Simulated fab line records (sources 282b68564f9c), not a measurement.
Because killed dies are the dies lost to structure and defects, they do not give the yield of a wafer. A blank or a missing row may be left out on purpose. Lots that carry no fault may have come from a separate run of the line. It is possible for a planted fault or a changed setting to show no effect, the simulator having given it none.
2 desks, one fault -- flow rit cmos -- each desk holds nothing but its own numbers, with what lay behind them at the end

AT THE TOOL OWNER'S DESK: furnace-02
The tool's own readings at RIT_REOX_OXIDATION_03 (target thk 25.2 nm, ox time 5580 s): means of the sampled wafers that have a number, for each lot that ran on this tool. Marked OUT: a lot whose mean sits more than 4 standard deviations from the usual mean, which makes it out of limits; the brackets give that distance.
Columns: A = spike tc centre C at RIT_REOX_OXIDATION_03, usual 902.4 C; B = spike tc load C at RIT_REOX_OXIDATION_03, usual 924.1 C; C = spike tc source C at RIT_REOX_OXIDATION_03, usual 923 C; D = tube center temp C at RIT_REOX_OXIDATION_03, usual 900 C; E = tube_center_temp_C_max at RIT_REOX_OXIDATION_03, usual 902.4
lot,first seen here,A,B,C,D,E
L357,day 2 13:56,902.9,923.6,924,900,902.9
L358,day 2 20:23,903.8,923.8,924,900,902.4
L359,day 3 00:15,903.3,924.7,924,900,902.1
L360,day 3 04:34,903.7,923.0,925,900,902.2
L361,day 3 11:06,904.0,923.6,924,900,902.1
L362,day 3 19:33,918.1 (+11) OUT,939.5 (+15) OUT,938 (+4.3) OUT,915 (+99 or more) OUT,917.3 (+39) OUT
L366,day 4 12:16,919.1 (+12) OUT,939.6 (+15) OUT,939 (+4.7) OUT,915 (+99 or more) OUT,917.4 (+39) OUT
L379,day 7 08:17,902.3,923.6,924,900,902.2
This desk finds L362, L366 out of limits, L362 being first, at day 3 19:33 (spike tc centre C at RIT_REOX_OXIDATION_03). In limits: L357, L358, L359, L360, L361, L379.

METROLOGY DESK
What the gauges read for every lot (on any tool): the sampled wafers with a number, averaged. Marked OUT: a lot whose mean sits more than 4 standard deviations from the usual mean, which makes it out of limits; the brackets give that distance.
Columns: A = REOX_OXIDE_THK at RIT_REOX_THK_MEAS_04, usual 25.4 nm
lot,first seen here,A
L357,day 2 16:31,25.6
L358,day 2 22:57,26.0
L359,day 3 02:49,25.0
L360,day 3 07:07,25.2
L361,day 3 13:39,25.8
L362,day 3 22:06,29.7 (+11) OUT
L365,day 4 12:41,25.7
L366,day 4 14:49,29.2 (+9.7) OUT
L372,day 5 23:06,25.7
L375,day 6 12:58,25.2
L377,day 7 01:47,25.1
L378,day 7 04:30,24.8
L379,day 7 10:50,25.6
L380,day 7 16:16,25.4
Per this desk, out of limits: L362, L366; the first was L362, day 3 22:06 (REOX_OXIDE_THK at RIT_REOX_THK_MEAS_04). In limits: L357, L358, L359, L360, L361, L365, L372, L375, L377, L378, L379, L380.

ALL TOGETHER
At day 3 19:33, on L362, L366, the tool owner's desk was in a position to raise an alarm.
An alarm was possible from the metrology desk at day 3 22:06, on L362, L366.
The lots listed all ran RIT_REOX_OXIDATION_03 on furnace-02.

WHAT WAS PUT IN BY THE SIMULATOR
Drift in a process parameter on furnace-02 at RIT_REOX_OXIDATION_03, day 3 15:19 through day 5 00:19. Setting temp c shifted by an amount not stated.
Struck lots among those shown: L362, L366.
Time in hours from fault onset to the first out-of-limits reading at each desk: tool owner's desk 4, metrology desk 7.
